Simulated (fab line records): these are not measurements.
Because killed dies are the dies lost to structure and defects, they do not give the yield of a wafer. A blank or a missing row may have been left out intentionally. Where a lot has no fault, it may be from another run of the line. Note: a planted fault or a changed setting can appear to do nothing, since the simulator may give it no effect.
Split-lot trial | flow berkeley cmos170 | 5 lots, 23 wafers read, on a route of 331 steps

== SPLIT DETAILS ==
At UCB170_START_OXIDATION_02 (target thk 20 nm, ox time 1800 s), the setting ox time s was moved away from the recipe's 1800 s on 10 of the 23 wafers read, by +5.2% to +12.0%. All remaining wafers had this setting at the recipe value.

Reading taken at the split's own step.

== THE READING ==
SiO2_of_START_OXIDATION_02.thk nm (the simulator's own value, which no gauge read), in nm, at UCB170_START_OXIDATION_02 (target thk 20 nm, ox time 1800 s). The file does not state a usual value for it. The 13 wafers here that ran the recipe average 20.29 nm, standard deviation 0.17 nm.

wafer  | tool, chamber at the split | ox time s as run, s | against the recipe | SiO2_of_START_OXIDATION_02.thk nm, nm | against lot-mates on the recipe
L075.2 | -, -                       | 1893                | +5.2%              | 20.6                                  | no lot-mate on the recipe
L075.3 | -, -                       | 1893                | +5.2%              | 20.79                                 | no lot-mate on the recipe
L075.4 | -, -                       | 1893                | +5.2%              | 20.67                                 | no lot-mate on the recipe
L075.5 | -, -                       | 1893                | +5.2%              | 20.43                                 | no lot-mate on the recipe
L075.6 | -, -                       | 1893                | +5.2%              | 20.22                                 | no lot-mate on the recipe
L077.1 | -, -                       | 1800                | recipe             | 20.16                                 | -
L077.2 | -, -                       | 1800                | recipe             | 20.31                                 | -
L077.3 | -, -                       | 1800                | recipe             | 20.61                                 | -
L077.4 | -, -                       | 1800                | recipe             | 20.36                                 | -
L077.6 | -, -                       | 1800                | recipe             | 20.5                                  | -
L078.2 | -, -                       | 1800                | recipe             | 20.23                                 | -
L078.3 | -, -                       | 1800                | recipe             | 20.35                                 | -
L078.4 | -, -                       | 1800                | recipe             | 20.39                                 | -
L078.5 | -, -                       | 1800                | recipe             | 19.94                                 | -
L078.6 | -, -                       | 1800                | recipe             | 20.4                                  | -
L080.1 | -, -                       | 2016                | +12.0%             | 21.65                                 | no lot-mate on the recipe
L080.2 | -, -                       | 2016                | +12.0%             | 21.83                                 | no lot-mate on the recipe
L080.3 | -, -                       | 2016                | +12.0%             | 21.95                                 | no lot-mate on the recipe
L080.4 | -, -                       | 2016                | +12.0%             | 21.69                                 | no lot-mate on the recipe
L080.6 | -, -                       | 2016                | +12.0%             | 21.84                                 | no lot-mate on the recipe
L082.3 | furnace-04, 0              | 1800                | recipe             | 20.2                                  | -
L082.5 | furnace-04, 0              | 1800                | recipe             | 20.2                                  | -
L082.6 | furnace-04, 0              | 1800                | recipe             | 20.09                                 | -

THE FIT
A straight line over all 23 wafers: SiO2_of_START_OXIDATION_02.thk nm changes by +0.12 nm for each +1% of ox time s; r = +0.93; the points scatter about the line by 0.24 nm.
Too few moved wafers with a lot-mate on the recipe to fit a line net of each lot's own level.

== THE FILE'S OWN FIT ==
SiO2_of_START_OXIDATION_02.thk nm changes by +0.12 nm for each +1% of ox time s, r = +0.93.
